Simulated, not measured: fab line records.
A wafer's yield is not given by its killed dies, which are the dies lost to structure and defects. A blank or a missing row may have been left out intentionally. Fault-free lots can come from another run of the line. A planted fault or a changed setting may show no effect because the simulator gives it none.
The tool behind it: which one?    flow berkeley cmos170    Sampling: 15 lots, 45 wafers, 4 of 331 route steps

## WHAT THE GAUGES READ, wafer by wafer
UCB170_SILICIDE_THK_MEAS_03: measures by xrf.
lot   measured      on             SILICIDE_TI_THK (nm)
L273  day 8 07:10   film metro-04  30.1 29.4 29.8
L272  day 8 14:20   film metro-04  29.7 29.7 29.6
L276  day 9 07:42   film metro-01  29.6 29.5 29.3
L279  day 10 04:48  film metro-01  29.2 29.0 29.0
L277  day 10 06:10  film metro-04  29.2 29.5 29.5
L278  day 10 06:28  film metro-04  29.6 29.8 29.3
L285  day 10 21:12  film metro-04  29.2 29.4 29.7
L281  day 10 21:44  film metro-04  29.8 29.9 29.8
L284  day 10 21:46  film metro-02  29.6 29.6 29.3
L283  day 10 21:50  film metro-01  28.9 29.0 29.4
L282  day 10 22:58  film metro-04  29.7 29.2 29.7
L288  day 11 10:37  film metro-02  28.9 29.1 29.1
L292  day 11 11:03  film metro-04  29.4 29.6 29.8
L290  day 11 11:27  film metro-01  30.1 29.7 30.2
L293  day 12 13:10  film metro-04  29.4 29.2 29.1

UCB170_M3_CD_MEAS_90: target cd 700 nm.
lot   measured      on         cd nm (nm)
L273  day 9 09:52   cd sem-01  701.9 698.1 702.0
L272  day 9 14:52   cd sem-02  701.9 700.1 702.0
L276  day 10 10:29  cd sem-01  702.5 701.9 700.9
L279  day 11 09:07  cd sem-02  697.4 700.9 701.3
L277  day 11 10:43  cd sem-02  696.8 702.5 698.4
L278  day 11 11:56  cd sem-02  705.8 703.5 701.3
L285  day 12 01:18  cd sem-01  704.0 701.0 700.2
L281  day 12 00:59  cd sem-02  699.4 696.5 698.4
L284  day 12 01:31  cd sem-01  698.9 699.9 699.2
L283  day 12 00:40  cd sem-02  701.9 704.5 705.3
L282  day 12 05:39  cd sem-02  699.5 697.8 703.0
L288  day 13 10:33  cd sem-01  694.8 696.2 695.2
L292  day 13 09:02  cd sem-01  699.3 698.2 697.7
L290  day 13 12:34  cd sem-01  697.6 701.9 697.8
L293  day 13 14:13  cd sem-01  700.1 701.3 702.9

## WHICH TOOL RAN EACH LOT (tool, then ch and the chambers of the sampled wafers, then the start)
lot   UCB170_CONTACT_ETCH_18                         UCB170_M2_METAL_ETCH_18
L273  rie diel-01 ch 0,2,3, day 8 23:44 or earlier   rie metal-03 ch 0,1, day 8 23:44
L272  rie diel-01 ch 0,1,3, day 9 05:11 or earlier   rie metal-03 ch 0,1, day 9 05:11
L276  rie diel-04 ch 0,2,3, day 10 01:23 or earlier  rie metal-04 ch 0,1, day 10 01:23
L279  rie diel-04 ch 0,1,3, day 10 23:42 or earlier  rie metal-03 ch 0,1, day 10 23:42
L277  rie diel-01 ch 0,1,2, day 11 02:45 or earlier  rie metal-04 ch 0,1, day 11 02:45
L278  rie diel-01 ch 0,1,3, day 11 03:18 or earlier  rie metal-03 ch 1, day 11 03:18
L285  rie diel-01 ch 0,1,3, day 11 15:28 or earlier  rie metal-04 ch 0,1, day 11 15:28
L281  rie diel-02 ch 0,1, day 11 15:39 or earlier    rie metal-01 ch 0,1, day 11 15:39
L284  rie diel-04 ch 0,3, day 11 15:14 or earlier    rie metal-03 ch 0, day 11 15:14
L283  rie diel-02 ch 1,2,3, day 11 14:11 or earlier  rie metal-01 ch 0,1, day 11 14:11
L282  rie diel-01 ch 2,3, day 11 22:52 or earlier    rie metal-03 ch 1, day 11 22:52
L288  rie diel-04 ch 0,1,3, day 13 04:10 or earlier  rie metal-01 ch 0,1, day 13 04:10
L292  rie diel-02 ch 1,2,3, day 13 01:40 or earlier  rie metal-03 ch 0,1, day 13 01:40
L290  rie diel-02 ch 0,1,2, day 13 05:43 or earlier  rie metal-03 ch 0,1, day 13 05:43
L293  rie diel-04 ch 1,2, day 13 07:04 or earlier    rie metal-03 ch 0,1, day 13 07:04
- UCB170_CONTACT_ETCH_18: etches PSG in CHF3/CF4/Ar, stops on TiSi2, target depth 840 nm, time 195 s.
- UCB170_M2_METAL_ETCH_18: etches Al in Cl2/BCl3, stops on SiO2, target depth 1170 nm, time 195 s.

## WHAT THE TOOLS THEMSELVES READ (means of the sampled wafers that have a number; where no wafer has one, the mark that the record gives instead)
UCB170_CONTACT_ETCH_18.
lot   tool         drypump motor current A (A)  oes product au (a.u.)  throttle valve pct (%)
L273  rie diel-01  6.0                          0.884                  6.94
L272  rie diel-01  5.9                          0.887                  7.00
L276  rie diel-04  5.8                          0.898                  6.91
L279  rie diel-04  5.8                          0.893                  6.94
L277  rie diel-01  5.8                          0.884                  7.00
L278  rie diel-01  5.9                          0.881                  7.00
L285  rie diel-01  5.9                          0.891                  7.00
L281  rie diel-02  5.1                          0.912                  6.81
L284  rie diel-04  5.8                          0.887                  6.92
L283  rie diel-02  5.7                          0.882                  6.94
L282  rie diel-01  6.2                          0.888                  6.96
L288  rie diel-04  5.7                          0.890                  6.93
L292  rie diel-02  5.7                          0.883                  6.94
L290  rie diel-02  5.4                          0.876                  6.93
L293  rie diel-04  5.7                          0.884                  6.89

UCB170_M2_METAL_ETCH_18.
lot   tool          drypump motor current A (A)  oes product au (a.u.)  throttle valve pct (%)
L273  rie metal-03  5.6                          0.873                  24.34
L272  rie metal-03  5.4                          0.875                  24.34
L276  rie metal-04  6.2                          0.855                  24.39
L279  rie metal-03  5.6                          0.869                  24.34
L277  rie metal-04  5.9                          0.877                  24.22
L278  rie metal-03  5.8                          0.859                  24.35
L285  rie metal-04  5.9                          0.879                  24.22
L281  rie metal-01  5.6                          0.860                  24.48
L284  rie metal-03  5.2                          0.888                  24.31
L283  rie metal-01  5.6                          0.865                  24.48
L282  rie metal-03  5.8                          0.866                  24.35
L288  rie metal-01  5.5                          0.869                  24.49
L292  rie metal-03  5.4                          0.876                  24.32
L290  rie metal-03  5.6                          0.878                  24.34
L293  rie metal-03  5.6                          0.863                  24.34

## THE ANSWER, worked out from the rows above alone
Rule: the lots themselves supply what counts as usual. The widest of any qualifying gaps counts: lots, ordered by their means at a reading, are off when they make up no more than a third of the lots, leave a main group of 4 or more, and stand apart from it by 3 or more times the standard deviation of that group's means. Not used: any main group whose means are identical at the precision the tables above print for the reading. A lot without any number at a reading at which 4 lots or more have one is off too. Any other lot the step has rows for is counted as sound. After the gauges, taken in route order, come the tools' own readings; for these a lot's mean is taken, as printed above. At the first step where some lot is off, the reading lying furthest off is the one used; lots without a number count as furthest.
No lot is off at any reading shown: from this, nothing can be told.

## WHAT WAS PUT IN BY THE SIMULATOR
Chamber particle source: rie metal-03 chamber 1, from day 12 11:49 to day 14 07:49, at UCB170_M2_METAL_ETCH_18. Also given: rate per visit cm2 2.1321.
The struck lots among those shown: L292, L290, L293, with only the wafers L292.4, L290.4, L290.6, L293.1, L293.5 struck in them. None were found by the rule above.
